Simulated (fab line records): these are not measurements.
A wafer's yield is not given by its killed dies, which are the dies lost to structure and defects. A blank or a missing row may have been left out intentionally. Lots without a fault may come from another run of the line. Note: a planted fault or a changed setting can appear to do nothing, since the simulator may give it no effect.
A struck lot beside a sound one    flow rit cmos    17 out of 202 route steps
Sound: wafers L952.2, L952.5, L952.6. Struck: wafers L971.2, L971.4, L971.5. Last of all comes the cause.
Per side, at each step with rows, come the tool, then ch with its chambers, and then its first start. Under that, the readings that differ: sound wafers    struck wafers    difference of the means    sigmas: that difference in standard deviations of wafers without a fault.
alike: readings whose means differ by less than 2 such deviations, and words and numbers that are the same on both sides. not compared: withheld readings, readings that some wafer has no value for, bounds like >300 that may hide the same value, and numbers for which the record gives no deviation and whose values overlap.
A row with sigmas, a row that says differs or no value, or rows on one side alone: a step with any of these is where the two part. Numbers that don't overlap but have no deviation are shown without sigmas and don't part them. A reading that every wafer of one side lacks parts them only if that side has two wafers or more.

first, 1 step without rows for these wafers: RIT_PSD_IMPLANT_08.
RIT_PSD_STRIP_09: strips in O2, time 180 s.
  sound on plasma asher-01 ch 0,1, day 3 13:46; struck on plasma asher-02 ch 0,1, day 7 05:12
  alike: drypump motor current A
  not compared: rf hours counter h
RIT_PSD_TW_MEAS_10:
  sound: film metro-04 at day 3 13:57; struck: film metro-04 at day 7 05:23
  alike: PSD_TW
then, 3 steps without rows for these wafers: RIT_SDANNEAL_CLEAN_00 (cleans in SC1, time 600 s); RIT_SDANNEAL_CLEAN_01 (cleans in dHF, time 30 s); RIT_SDANNEAL_CLEAN_02 (cleans in SC2, time 600 s).
RIT_SDANNEAL_RTA_03: time 5 s.
  sound on rtp anneal-01 ch 0, day 3 14:22; struck on rtp anneal-02 ch 0, day 7 05:49
  alike: wafer_temp_C_max
RIT_SDANNEAL_RS_MEAS_04: the measuring method here is four-point-probe.
  sound: film metro-03 at day 3 14:26; struck: film metro-04 at day 7 05:53
  alike: PSD_RS
RIT_SDANNEAL_RS_MEAS_05: the measuring method here is four-point-probe.
  sound: film metro-03 at day 3 14:34; struck: film metro-04 at day 7 06:01
  alike: NSD_RS
RIT_SDANNEAL_RS_MEAS_06: the measuring method here is four-point-probe.
  sound: film metro-03 at day 3 14:41; struck: film metro-04 at day 7 06:08
  alike: PLDD_RS
RIT_SDANNEAL_RS_MEAS_07: the measuring method here is four-point-probe.
  sound: film metro-03 at day 3 14:48; struck: film metro-04 at day 7 06:15
  alike: NLDD_RS
then, 1 step without rows for these wafers: RIT_SILICIDE_WET_ETCH_00 (etches SiO2 in BOE, target depth 14 nm, time 15 s).
RIT_SILICIDE_SPUTTER_01: material Ti, target thk 30 nm, time 240 s.
  sound: pvd sputter-02 at day 3 14:55; struck: pvd sputter-02 at day 7 06:42
  alike: substrate temp c, throttle valve pct
RIT_SILICIDE_RS_MEAS_02: the measuring method here is four-point-probe.
  sound: film metro-02 at day 3 15:05; struck: film metro-02 at day 7 06:56
reading                  sound           struck          difference  sigmas
SILICIDE_TI_RS (ohm/sq)  46.8 47.1 47.3  20.4 20.5 20.3  -26.7       -38
RIT_SILICIDE_THK_MEAS_03: measures by xrf.
  sound: film metro-02 at day 3 15:11; struck: film metro-02 at day 7 07:03
reading               sound           struck          difference  sigmas
SILICIDE_TI_THK (nm)  30.7 30.5 30.5  60.5 60.1 61.1  +30.0       +81
RIT_SILICIDE_RTA_04: time 10 s, ramp up 5 s, ramp down 5 s.
  sound on rtp anneal-02 ch 0, day 3 15:16; struck on rtp anneal-01 ch 0, day 7 07:07
  alike: wafer_temp_C_max
RIT_M1_PROBE_99:
  sound: prober-02 at day 3 22:13; struck: prober-01 at day 7 14:16
  alike: killed at front end, killed dies, killed open, killed short

== WHERE THEY PART ==
Last at RIT_SILICIDE_THK_MEAS_03 as far as this record goes, first at RIT_SILICIDE_RS_MEAS_02. Later steps at which nothing parts them and some readings are alike: RIT_SILICIDE_RTA_04, RIT_M1_PROBE_99.

WHY: whatever the simulator had introduced
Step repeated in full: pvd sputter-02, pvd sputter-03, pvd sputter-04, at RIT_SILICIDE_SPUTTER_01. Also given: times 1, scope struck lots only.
